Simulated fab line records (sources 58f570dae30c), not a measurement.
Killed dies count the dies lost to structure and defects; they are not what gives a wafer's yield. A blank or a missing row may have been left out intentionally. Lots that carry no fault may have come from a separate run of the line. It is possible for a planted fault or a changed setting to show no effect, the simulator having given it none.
fab line records    flow berkeley_cmos170
[record] lots = 14  wafers = 42  last_day = 11
route steps=331 shown NWELL@16 PWELL@39 SACOX@99
lots that met no fault: taken from a fault-free run of the same line
start_h: hours from the record's first day to the start of the lot's first wafer shown    wait_h: hours elapsed since this lot's preceding step    " identical to the entry in the row above    L1.1+2: a row that stands for several wafers    - either no value or no given start    * or withheld: withheld    < > ~ a bound
route shown NAME@n: a module of which the file shows steps, and the number in the route of the first    usual: mean and standard deviation over wafers with no fault    same: alike in all rows    chamber/n: place in a boat    sites: per-site readings    _std_site: the standard deviation of these    _edge_site: inner sites' mean taken away from outer sites' mean    radius_mm: for every site, how far away it sits from the centre of the wafer    mask NAME#n: copy n    behind: the most recent tool/chamber to have shaped the wafer    hold: why the lot was held/for how many hours/how that ended    device: names the non-switching transistor (n, p or np)    end of line: the same wafers' tests at the end of the route    a step given without rows: its recipe and nothing more    killed: count of dies lost to structure and defects at first sort (not the wafer's yield)    map: shows each die of a wafer: x if killed, . if not, _ if none is there
set.NAME: the setting the step ran with; set.NAME@STEP: the setting that earlier step ran with    model.NAME: the simulator's own value behind a step, which no gauge read
route steps across a sampled set of lots; one table per step, one row per wafer
services: when a tool's chamber went out of use (start_h, in hours from the record's first day, below 0 if earlier), for how many hours, and the reason
[[steps]]
[step UCB170_NWELL_THK_MEAS_02]
[recipe] reads = SiO2_of_NWELL_OXIDATION_01
[usual] NWELL_OXIDE_THK = 26.4/0.48
lot.wafer  tool           chamber  start_h  wait_h  NWELL_OXIDE_THK[nm]
L541.3     film_metro-01  -        29.91    0.0     25.9
L541.4     "              -        "        "       25.6
L541.6     "              -        "        "       25.6
L543.1     film_metro-03  -        36.96    0.0     27.1
L543.4     "              -        "        "       26.7
L543.6     "              -        "        "       26.5
L544.1     film_metro-03  -        41.14    0.0     26.1
L544.3     "              -        "        "       25.9
L544.6     "              -        "        "       26.0
L546.2     film_metro-02  -        50.68    0.0     26.6
L546.3     "              -        "        "       26.9
L546.4     "              -        "        "       26.4
L547.1     film_metro-01  -        55.68    0.0     27.6
L547.4     "              -        "        "       26.9
L547.6     "              -        "        "       27.1
L548.2     film_metro-01  -        62.32    0.0     26.0
L548.3     "              -        "        "       26.4
L548.6     "              -        "        "       26.3
L550.3     film_metro-02  -        73.35    0.0     27.3
L550.4     "              -        "        "       27.1
L550.5     "              -        "        "       26.7
L551.1     film_metro-03  -        79.51    0.0     26.7
L551.3     "              -        "        "       26.6
L551.6     "              -        "        "       26.7
L552.4     film_metro-02  -        86.15    0.0     26.7
L552.5     "              -        "        "       26.8
L552.6     "              -        "        "       26.6
L553.3     film_metro-03  -        91.41    0.0     26.5
L553.4     "              -        "        "       26.4
L553.5     "              -        "        "       26.6
L554.3     film_metro-03  -        92.76    0.0     27.1
L554.4     "              -        "        "       26.7
L554.5     "              -        "        "       26.6
L555.1     film_metro-01  -        98.61    0.0     26.5
L555.4     "              -        "        "       26.7
L555.5     "              -        "        "       26.6
L559.2     film_metro-02  -        119.05   0.0     27.1
L559.4     "              -        "        "       26.8
L559.6     "              -        "        "       26.6
L560.1     film_metro-03  -        122.42   0.0     26.5
L560.2     "              -        "        "       27.1
L560.4     "              -        "        "       26.7
[step UCB170_PWELL_CVD_05]
[recipe] material = Si3N4  target_thk_nm = 220  temp_c = 800  precursor = SiH2Cl2/NH3  time_s = 3300  pressure_mtorr = 200  sih2cl2_flow_sccm = 25  nh3_flow_sccm = 75
[usual] susceptor_temp_C = 799.9/0.35
lot.wafer  tool      chamber  start_h  wait_h  susceptor_temp_C
L541.3     lpcvd-02  1        51.29    0.0     800.4
L541.4     "         1        "        "       799.9
L541.6     "         1        "        "       799.7
L543.1     lpcvd-01  1        53.96    0.0     799.6
L543.4     "         1        "        "       799.6
L543.6     "         1        "        "       800.0
L544.1     lpcvd-02  1        60.95    0.0     800.8
L544.3     "         1        "        "       800.5
L544.6     "         1        "        "       800.4
L546.2     lpcvd-01  0        75.11    0.0     800.2
L546.3     "         0        "        "       800.0
L546.4     "         0        "        "       800.1
L547.1     lpcvd-01  0        75.11    0.0     800.1
L547.4     "         0        "        "       799.8
L547.6     "         0        "        "       799.5
L548.2     lpcvd-02  0        82.95    0.0     799.5
L548.3     "         0        "        "       799.8
L548.6     "         0        "        "       799.7
L550.3     lpcvd-01  0        93.05    0.0     800.7
L550.4     "         0        "        "       800.5
L550.5     "         0        "        "       800.4
L551.1     lpcvd-01  1        99.86    0.0     800.2
L551.3     "         1        "        "       799.7
L551.6     "         1        "        "       799.7
L552.4     lpcvd-01  1        109.40   0.6     799.9
L552.5     "         1        "        "       800.1
L552.6     "         1        "        "       800.4
L553.3     lpcvd-01  1        109.40   0.6     800.0
L553.4     "         1        "        "       800.0
L553.5     "         1        "        "       800.3
L554.3     lpcvd-01  0        109.40   0.6     800.1
L554.4     "         0        "        "       800.0
L554.5     "         0        "        "       799.7
L555.1     lpcvd-02  0        117.69   0.0     800.0
L555.4     "         0        "        "       800.1
L555.5     "         0        "        "       800.0
L559.2     lpcvd-01  0        139.08   0.0     799.8
L559.4     "         0        "        "       799.8
L559.6     "         0        "        "       800.0
L560.1     lpcvd-01  0        149.08   0.0     799.7
L560.2     "         0        "        "       800.0
L560.4     "         0        "        "       799.9
[step UCB170_PWELL_THK_MEAS_06]
[recipe] reads = Si3N4_of_PWELL_CVD_05
[usual] PWELL_NITRIDE_THK = 220.3/2.2
lot.wafer  tool           chamber  start_h  wait_h  PWELL_NITRIDE_THK[nm]
L541.3     film_metro-03  -        53.22    0.0     224.6
L541.4     "              -        "        "       225.4
L541.6     "              -        "        "       224.4
L543.1     film_metro-01  -        56.83    0.0     219.5
L543.4     "              -        "        "       218.9
L543.6     "              -        "        "       217.5
L544.1     film_metro-03  -        62.87    0.0     221.9
L544.3     "              -        "        "       220.0
L544.6     "              -        "        "       222.5
L547.1     film_metro-03  -        77.08    0.1     220.6
L547.4     "              -        "        "       221.4
L547.6     "              -        "        "       222.1
L546.2     film_metro-01  -        77.12    0.1     222.7
L546.3     "              -        "        "       222.6
L546.4     "              -        "        "       221.6
L548.2     film_metro-04  -        85.84    0.0     218.9
L548.3     "              -        "        "       219.6
L548.6     "              -        "        "       219.9
L550.3     film_metro-03  -        94.99    0.0     223.4
L550.4     "              -        "        "       222.6
L550.5     "              -        "        "       221.5
L551.1     film_metro-01  -        101.78   0.0     223.0
L551.3     "              -        "        "       222.6
L551.6     "              -        "        "       222.2
L553.3     film_metro-04  -        111.34   0.0     217.7
L553.4     "              -        "        "       215.9
L553.5     "              -        "        "       217.9
L554.3     film_metro-01  -        111.34   0.0     221.5
L554.4     "              -        "        "       222.2
L554.5     "              -        "        "       221.2
L552.4     film_metro-03  -        111.35   0.0     218.9
L552.5     "              -        "        "       219.5
L552.6     "              -        "        "       218.0
L555.1     film_metro-03  -        119.61   0.0     221.9
L555.4     "              -        "        "       221.6
L555.5     "              -        "        "       221.5
L559.2     film_metro-04  -        141.01   0.0     286.0
L559.4     "              -        "        "       287.1
L559.6     "              -        "        "       286.4
L560.1     film_metro-04  -        151.00   0.0     292.0
L560.2     "              -        "        "       288.6
L560.4     "              -        "        "       290.6
[step UCB170_PWELL_ETCH_14]
[recipe] chemistry = CH3F/Ar/O2  target = Si3N4  stop_on = SiO2  CH3F_flow_sccm = 20  Ar_flow_sccm = 50  O2_flow_sccm = 7  pressure_mtorr = 50  rf_w = 450  target_depth_a = 2420  over_etch_frac = 0.1  time_s = 151
[usual] drypump_motor_current_A = 5.6/0.57  oes_product_au = 0.937/0.016  throttle_valve_pct = 7.99/0.14
[same] over_etch_frac = 0.1  time_s = 151
lot.wafer  tool         chamber  start_h  wait_h  drypump_motor_current_A  oes_product_au  rf_hours_counter_h  throttle_valve_pct
L541.3     rie_diel-01  0        54.14    0.0     6.4                      0.954           111                 8.24
L541.4     "            3        "        "       5.2                      0.941           -                   7.79
L541.6     "            0        "        "       6.5                      0.949           -                   8.25
L543.1     rie_diel-02  0        57.77    0.0     6.5                      0.935           6                   7.92
L543.4     "            3        "        "       5.7                      0.913           120                 7.92
L543.6     "            3        "        "       5.6                      0.910           -                   7.92
L544.1     rie_diel-02  2        65.15    0.0     5.4                      0.912           46                  8.10
L544.3     "            0        "        "       6.5                      0.946           6                   7.91
L544.6     "            1        "        "       6.6                      0.937           -                   7.88
L547.1     rie_diel-03  0        78.45    0.0     5.3                      0.925           136                 7.88
L547.4     "            1        "        "       5.1                      0.948           87                  7.95
L547.6     "            3        "        "       5.0                      0.926           -                   7.96
L546.2     rie_diel-02  1        78.66    0.0     6.6                      0.945           7                   7.89
L546.3     "            2        "        "       5.3                      0.918           47                  8.11
L546.4     "            0        "        "       6.5                      0.948           7                   7.92
L548.2     rie_diel-03  0        87.24    0.0     5.3                      0.917           137                 7.90
L548.3     "            1        "        "       5.2                      0.930           88                  7.97
L548.6     "            3        "        "       5.0                      0.924           -                   7.94
L550.3     rie_diel-01  1        96.06    0.0     5.1                      0.960           15                  8.21
L550.4     "            2        "        "       5.7                      0.976           4                   8.12
L550.5     "            0        "        "       6.4                      0.961           -                   8.25
L551.1     rie_diel-03  2        103.05   0.0     6.2                      0.945           16                  7.90
L551.3     "            0        "        "       5.3                      0.927           138                 7.88
L551.6     "            0        "        "       5.3                      0.926           -                   7.90
L552.4     rie_diel-03  2        112.26   0.0     6.2                      0.922           17                  7.91
L552.5     "            1        "        "       5.2                      0.940           -                   7.97
L552.6     "            0        "        "       5.2                      0.918           -                   7.90
L554.3     rie_diel-03  1        112.98   0.0     5.1                      0.954           89                  7.96
L554.4     "            2        "        "       6.3                      0.935           17                  7.90
L554.5     "            0        "        "       5.2                      0.912           -                   7.88
L553.3     rie_diel-01  2        113.04   0.0     5.8                      0.956           5                   8.12
L553.4     "            1        "        "       5.1                      0.949           16                  8.20
L553.5     "            2        "        "       5.7                      0.961           -                   8.13
L555.1     rie_diel-01  1        120.98   0.0     5.1                      0.963           16                  8.22
L555.4     "            0        "        "       6.4                      0.954           115                 8.23
L555.5     "            3        "        "       5.2                      0.939           -                   7.82
L559.2     rie_diel-02  2        142.77   0.0     5.3                      0.987           50                  8.11
L559.4     "            0        "        "       6.6                      1.002           9                   7.92
L559.6     "            1        "        "       6.6                      1.001           -                   7.90
L560.1     rie_diel-03  0        152.08   0.0     5.3                      0.973           140                 7.89
L560.2     "            3        "        "       5.0                      1.004           24                  7.96
L560.4     "            1        "        "       5.2                      0.990           91                  7.96
[step UCB170_PWELL_STRIP_16]
[recipe] chemistry = O2  power_w = 400  pressure_mtorr = 3500  platen_temp_c = withheld  o2_flow_sccm = 400  overash_fraction = 0.5
[usual] drypump_motor_current_A = 5.8/0.59  oes_product_au = 0.721/0.005  strip_time_to_endpoint_s = 18.07/0.11
lot.wafer  tool             chamber  start_h  wait_h  drypump_motor_current_A  oes_product_au  rf_hours_counter_h  strip_time_to_endpoint_s
L541.3     plasma_asher-02  1        54.43    0.1     6.5                      0.724           -                   18.16
L541.4     "                0        "        "       5.3                      0.718           -                   18.14
L541.6     "                1        "        "       6.5                      0.722           -                   18.22
L543.1     plasma_asher-02  0        58.02    0.1     5.3                      0.711           35                  18.22
L543.4     "                0        "        "       5.3                      0.721           -                   18.24
L543.6     "                0        "        "       5.2                      0.717           -                   18.21
L544.1     plasma_asher-03  1        65.40    0.1     5.7                      0.717           37                  18.07
L544.3     "                1        "        "       5.7                      0.712           -                   18.15
L544.6     "                1        "        "       5.7                      0.718           -                   17.97
L547.1     plasma_asher-04  0        78.70    0.1     5.0                      0.723           37                  18.16
L547.4     "                1        "        "       6.4                      0.725           -                   18.11
L547.6     "                0        "        "       5.0                      0.721           -                   17.89
L546.2     plasma_asher-02  1        78.91    0.1     6.5                      0.723           38                  18.05
L546.3     "                0        "        "       5.2                      0.715           -                   18.03
L546.4     "                1        "        "       6.5                      0.709           -                   18.10
L548.2     plasma_asher-04  0        87.49    0.1     5.0                      0.724           38                  18.14
L548.3     "                1        "        "       6.3                      0.714           -                   18.16
L548.6     "                1        "        "       6.3                      0.716           -                   17.96
L550.3     plasma_asher-04  0        96.34    0.1     5.0                      0.718           -                   18.09
L550.4     "                1        "        "       6.3                      0.719           -                   17.91
L550.5     "                0        "        "       5.0                      0.729           -                   18.14
L551.1     plasma_asher-04  1        103.30   0.1     6.3                      0.716           40                  17.91
L551.3     "                0        "        "       5.0                      0.718           -                   18.19
L551.6     "                0        "        "       5.0                      0.718           -                   18.13
L552.4     plasma_asher-04  0        112.54   0.1     5.0                      0.725           -                   17.99
L552.5     "                0        "        "       5.0                      0.725           -                   18.15
L552.6     "                1        "        "       6.3                      0.724           -                   18.17
L554.3     plasma_asher-02  1        113.26   0.1     6.5                      0.725           -                   18.25
L554.4     "                0        "        "       5.3                      0.714           -                   17.99
L554.5     "                1        "        "       6.5                      0.716           -                   18.34
L553.3     plasma_asher-02  0        113.36   0.1     5.3                      0.728           -                   17.93
L553.4     "                1        "        "       6.4                      0.723           -                   18.18
L553.5     "                1        "        "       6.5                      0.714           -                   17.95
L555.1     plasma_asher-02  1        121.23   0.1     6.5                      0.717           43                  18.00
L555.4     "                0        "        "       5.3                      0.723           -                   18.08
L555.5     "                1        "        "       6.5                      0.717           -                   18.06
L559.2     plasma_asher-02  0        143.02   0.1     5.3                      0.735           45                  18.12
L559.4     "                0        "        "       5.3                      0.716           -                   18.09
L559.6     "                0        "        "       5.3                      0.718           -                   18.05
L560.1     plasma_asher-02  1        152.33   0.1     6.5                      0.720           47                  18.12
L560.2     "                0        "        "       5.3                      0.727           47                  17.87
L560.4     "                0        "        "       5.3                      0.725           -                   18.05
[step UCB170_SACOX_THK_MEAS_02]
[recipe] reads = SiO2_of_SACOX_OXIDATION_01
[usual] SACOX_OXIDE_THK = 14.47/0.26
lot.wafer  tool           chamber  start_h  wait_h  SACOX_OXIDE_THK[nm]
L541.3     film_metro-04  -        104.07   0.0     14.96
L541.4     "              -        "        "       15.07
L541.6     "              -        "        "       14.88
L543.1     film_metro-02  -        110.99   0.0     13.67
L543.4     "              -        "        "       14.20
L543.6     "              -        "        "       14.09
L544.1     film_metro-04  -        110.99   0.0     14.39
L544.3     "              -        "        "       14.33
L544.6     "              -        "        "       14.57
L547.1     film_metro-02  -        122.25   0.0     14.67
L547.4     "              -        "        "       14.61
L547.6     "              -        "        "       14.99
L546.2     film_metro-04  -        122.26   0.0     14.97
L546.3     "              -        "        "       14.94
L546.4     "              -        "        "       14.66
L548.2     film_metro-01  -        137.84   0.0     14.19
L548.3     "              -        "        "       14.30
L548.6     "              -        "        "       14.15
L550.3     film_metro-02  -        143.60   0.0     14.26
L550.4     "              -        "        "       14.43
L550.5     "              -        "        "       14.36
L551.1     film_metro-01  -        150.75   0.0     14.12
L551.3     "              -        "        "       14.33
L551.6     "              -        "        "       14.42
L553.3     film_metro-04  -        163.01   0.0     14.62
L553.4     "              -        "        "       14.65
L553.5     "              -        "        "       14.70
L552.4     film_metro-01  -        163.02   0.0     14.48
L552.5     "              -        "        "       14.35
L552.6     "              -        "        "       14.51
L554.3     film_metro-01  -        163.07   0.1     14.31
L554.4     "              -        "        "       13.96
L554.5     "              -        "        "       14.54
L555.1     film_metro-04  -        181.22   0.0     14.32
L555.4     "              -        "        "       14.54
L555.5     "              -        "        "       14.68
[[services]]
tool             chamber  start_h  hours  kind
rie_diel-01      3        36.12    6.3    repair
rie_diel-01      1        44.71    10.5   repair
plasma_asher-02  -        68.30    4.3    repair
plasma_asher-03  -        74.35    2.2    repair
rie_diel-03      -        77.46    0.2    repair
rie_diel-01      1        85.75    4.3    repair
rie_diel-01      -        87.42    1.4    repair
rie_diel-03      2        88.86    8.4    repair
rie_diel-01      1        101.96   1.8    repair
plasma_asher-03  -        108.83   9.0    pm
plasma_asher-03  0        108.83   9.0    vent_cycle
plasma_asher-03  1        108.83   9.0    vent_cycle
rie_diel-02      -        109.35   15.6   pm
plasma_asher-03  0        117.83   -      clean
plasma_asher-03  1        117.83   -      clean
lpcvd-02         -        121.66   1.7    repair
[[key]]
[first_sign] step = UCB170_PWELL_THK_MEAS_06  reading = PWELL_NITRIDE_THK  direction = up  sigmas = 32  usual = 220.3  struck = 288.4
[effect] step = UCB170_PWELL_ETCH_14  reading = oes_product_au  direction = up  sigmas = 3.4  usual = 0.937  struck = 0.993
met_at UCB170_PWELL_CVD_05
struck_lots L559,L560
later_rows_left_out L559.2,L559.4,L559.6,L560.1,L560.2,L560.4
sort_left_out L559.2,L559.4,L559.6,L560.1,L560.2,L560.4
tester_left_out L559,L560
not_acting_at UCB170_NWELL_THK_MEAS_02,UCB170_PWELL_STRIP_16,UCB170_SACOX_THK_MEAS_02
onset_between 109.40 139.08
also_fits time
[fault] kind = process_parameter_drift  tool = lpcvd-01  chamber = -  onset_h = 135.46  steps = UCB170_PWELL_CVD_05  channel = target_thk_nm  offset = 66.729  shape = step  end_h = 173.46  acts_in = these_recipes_only  stated = 220
// tester_left_out: of these lots the tester's yield and bins aren't shown, on N5 and GAA mostly nor the transistor test; their killed dies are dies lost to structure and defects alone, not to doping, threshold or leakage, so they don't give the yield
// sort_left_out: the simulated sort isn't trusted on such a fault, so these wafers' sort isn't shown, and their yield isn't known
// later_rows_left_out: the simulator's readings of these wafers behind a module that went badly wrong aren't trusted and aren't shown, but for the sort
